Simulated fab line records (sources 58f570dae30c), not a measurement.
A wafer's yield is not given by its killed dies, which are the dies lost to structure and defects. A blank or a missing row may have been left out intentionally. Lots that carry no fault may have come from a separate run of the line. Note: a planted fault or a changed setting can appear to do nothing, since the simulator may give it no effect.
Which of the tools did it? ; flow berkeleyCmos170 ; 14 lots, 42 wafers sampled, at 6 steps of a route of 331

WHAT THE GAUGES SHOWED, per wafer
UCB170_START_BOW_MEAS_00.
lot;measured;on;INCOMING_BOW (um)
L120;day 1 10:01;filmMetro-03;-2 -6 -3
L121;day 1 15:01;filmMetro-02;-6 6 8
L123;day 2 01:00;filmMetro-02;1 1 1
L124;day 2 06:00;filmMetro-02;-6 8 -3
L125;day 2 11:00;filmMetro-02;-8 3 -7
L126;day 2 16:11;filmMetro-01;16 6 13
L127;day 2 21:02;filmMetro-03;-5 3 -11
L129;day 3 07:00;filmMetro-02;6 -10 1
L130;day 3 12:02;filmMetro-01;6 0 6
L132;day 3 22:02;filmMetro-02;15 3 1
L134;day 4 08:00;filmMetro-02;-7 20 -8
L135;day 4 13:00;filmMetro-03;-9 2 -1
L142;day 6 00:04;filmMetro-01;-14 -10 2
L143;day 6 05:00;filmMetro-01;-3 8 -5

UCB170_NWELL_THK_MEAS_05.
lot;measured;on;NWELL_NITRIDE_THK (nm)
L120;day 2 04:52;filmMetro-04;221.6 221.7 224.6
L121;day 2 07:37;filmMetro-04;225.2 223.2 225.7
L123;day 2 22:53;filmMetro-01;223.4 225.7 222.7
L124;day 2 22:53;filmMetro-04;225.0 223.8 225.4
L125;day 3 06:25;filmMetro-04;225.9 225.7 226.5
L126;day 3 14:14;filmMetro-02;223.4 221.6 223.0
L127;day 3 14:14;filmMetro-04;226.5 226.1 225.5
L129;day 4 08:16;filmMetro-04;224.7 226.3 226.8
L130;day 4 10:25;filmMetro-04;223.9 224.8 223.3
L132;day 4 17:59;filmMetro-01;442.3 443.5 443.3
L134;day 5 06:31;filmMetro-01;224.3 222.9 222.6
L135;day 5 14:48;filmMetro-01;448.7 450.5 448.0
L142;day 6 21:20;filmMetro-01;225.2 224.2 223.9
L143;day 7 03:52;filmMetro-04;224.5 224.9 223.6

UCB170_ACTIVE_OVL_MEAS_14.
lot;measured;on;ACTIVE_OVL (nm)
L120;day 4 05:25;overlay-02;-7 0 -6
L121;day 4 11:34;overlay-01;-4 -11 -8
L123;day 5 01:28;overlay-01;6 9 3
L124;day 5 01:14;overlay-02;0 1 -8
L125;day 5 07:48;overlay-02;-4 2 -4
L126;day 5 22:08;overlay-01;6 5 -1
L127;day 5 13:53;overlay-01;-1 -1 3
L129;day 6 04:49;overlay-01;12 12 10
L130;day 6 14:55;overlay-02;-10 -12 -13
L134;day 7 17:15;overlay-01;-10 -8 -5
L142;day 8 21:58;overlay-02;-5 -5 0
L143;day 9 00:24;overlay-02;-3 -3 -5

EACH LOT AND THE TOOL THAT RAN IT (in order: tool; ch and the chambers of the sampled wafers; start)
lot;UCB170_NWELL_CVD_04;UCB170_NWELL_ETCH_13;UCB170_NWELL_STRIP_15
L120;lpcvd-02 ch 1, day 2 02:56;rieDiel-02 ch 0,2,3, day 2 06:01;plasmaAsher-04 ch 0, day 2 06:16
L121;lpcvd-01 ch 0, day 2 05:40;rieDiel-01 ch 1,2,3, day 2 08:33;plasmaAsher-04 ch 0,1, day 2 08:48
L123;lpcvd-02 ch 0, day 2 20:58;rieDiel-01 ch 0,2, day 3 00:02;plasmaAsher-01 ch 0,1, day 3 00:17
L124;lpcvd-02 ch 0, day 2 20:58;rieDiel-02 ch 0,3, day 3 00:19;plasmaAsher-04 ch 0,1, day 3 00:34
L125;lpcvd-02 ch 0, day 3 04:29;rieDiel-02 ch 0,2, day 3 07:39;plasmaAsher-04 ch 0,1, day 3 07:55
L126;lpcvd-01 ch 1, day 3 12:17;rieDiel-01 ch 0,2,3, day 3 15:11;plasmaAsher-04 ch 0,1, day 3 15:26
L127;lpcvd-01 ch 1, day 3 12:17;rieDiel-02 ch 1,2, day 3 15:28;plasmaAsher-02 ch 0,1, day 3 15:45
L129;lpcvd-02 ch 1, day 4 06:20;rieDiel-03 ch 0,1,3, day 4 09:12;plasmaAsher-02 ch 0,1, day 4 09:28
L130;lpcvd-02 ch 0, day 4 08:28;rieDiel-01 ch 1,2, day 4 12:29;plasmaAsher-01 ch 0,1, day 4 12:46
L132;lpcvd-02 ch 0, day 4 13:53;rieDiel-03 ch 0,1, day 4 19:14;plasmaAsher-04 ch 0,1, day 4 19:31
L134;lpcvd-01 ch 0, day 5 03:37;rieDiel-01 ch 1,2,3, day 5 07:27;plasmaAsher-02 ch 0,1, day 5 07:42
L135;lpcvd-01 ch 1, day 5 10:46;rieDiel-03 ch 0,1,2, day 5 15:44;plasmaAsher-01 ch 0,1, day 5 16:05
L142;lpcvd-01 ch 0, day 6 19:24;rieDiel-03 ch 0,1,2, day 6 22:17;plasmaAsher-02 ch 0,1, day 6 22:32
L143;lpcvd-01 ch 1, day 7 01:56;rieDiel-03 ch 1,3, day 7 05:26;plasmaAsher-02 ch 0,1, day 7 05:41
- UCB170_NWELL_CVD_04: deposits Si3N4 from SiH2Cl2/NH3, target thk 224 nm, time 3360 s.
- UCB170_NWELL_ETCH_13: etches Si3N4 in CH3F/Ar/O2, stops on SiO2, target depth 246.4 nm, time 154 s.
- UCB170_NWELL_STRIP_15: strips in O2.

AS READ BY THE TOOLS THEMSELVES (means over the sampled wafers that have a number; for cases with no such wafer, the mark the record gives instead)
UCB170_NWELL_ETCH_13.
lot;tool;CH3F_flow_sccm (sccm);drypumpMotorCurrentA (A);oesProductAu (a.u.);throttleValvePct (%)
L120;rieDiel-02;19.98;5.9;0.940;8.09
L121;rieDiel-01;19.99;5.6;0.952;7.93
L123;rieDiel-01;20.00;5.4;0.951;8.07
L124;rieDiel-02;19.98;6.2;0.933;8.09
L125;rieDiel-02;20.00;5.7;0.961;7.95
L126;rieDiel-01;19.98;5.4;0.952;8.04
L127;rieDiel-02;20.01;5.3;0.968;7.96
L129;rieDiel-03;20.01;6.0;0.949;7.94
L130;rieDiel-01;19.96;5.7;0.946;7.83
L132;rieDiel-03;19.91;5.7;1.006;8.03
L134;rieDiel-01;20.01;5.6;0.947;7.94
L135;rieDiel-03;20.02;5.5;1.007;8.02
L142;rieDiel-03;20.01;5.5;0.949;8.01
L143;rieDiel-03;19.96;6.2;0.939;7.83

UCB170_NWELL_STRIP_15.
lot;tool;drypumpMotorCurrentA (A);oesProductAu (a.u.);stripTimeToEndpointS (s)
L120;plasmaAsher-04;5.0;0.719;18.19
L121;plasmaAsher-04;5.3;0.718;18.02
L123;plasmaAsher-01;6.0;0.724;18.18
L124;plasmaAsher-04;5.1;0.724;18.07
L125;plasmaAsher-04;5.1;0.725;18.11
L126;plasmaAsher-04;5.1;0.720;18.10
L127;plasmaAsher-02;5.9;0.721;18.20
L129;plasmaAsher-02;5.3;0.721;18.00
L130;plasmaAsher-01;5.9;0.727;18.15
L132;plasmaAsher-04;5.2;0.723;18.05
L134;plasmaAsher-02;5.8;0.723;18.02
L135;plasmaAsher-01;6.0;0.725;18.00
L142;plasmaAsher-02;5.9;0.720;17.95
L143;plasmaAsher-02;5.3;0.725;17.97

THE ANSWER, worked out from the rows above alone
Rule: what is usual is taken from the lots themselves. Put in order of their means at a reading, lots are off if they are a third of the lots or fewer, leave a main group of 4 or more, and stand apart from it by a gap of 3 or more times the standard deviation of the main group's means; of several such gaps the widest counts. Not used: any main group whose means are identical at the precision the tables above print for the reading. Also off: a lot with no number at a reading for which 4 or more lots have one. The other lots that the step has rows for count as sound. The gauges are gone through in route order, then the tools' own readings, and for those a lot's mean is taken as printed above. The first step at which some lot is off is used, and at that step the reading that is off furthest; a lot without a number counts as furthest.
Off: L132, L135, seen at UCB170_NWELL_THK_MEAS_05 (NWELL_NITRIDE_THK). Mean 224.4 nm and standard deviation 1.1 in the main group.
A tool fits if, at a process step before that reading, it ran every lot that is off, and no sound lot after the first of them. The gauges at UCB170_NWELL_THK_MEAS_05 aren't tried: what is off there is off at UCB170_NWELL_ETCH_13 too, on other tools, and a gauge's error can't cause that. None of those tried fits.

WHAT HAD BEEN PUT IN BY THE SIMULATOR
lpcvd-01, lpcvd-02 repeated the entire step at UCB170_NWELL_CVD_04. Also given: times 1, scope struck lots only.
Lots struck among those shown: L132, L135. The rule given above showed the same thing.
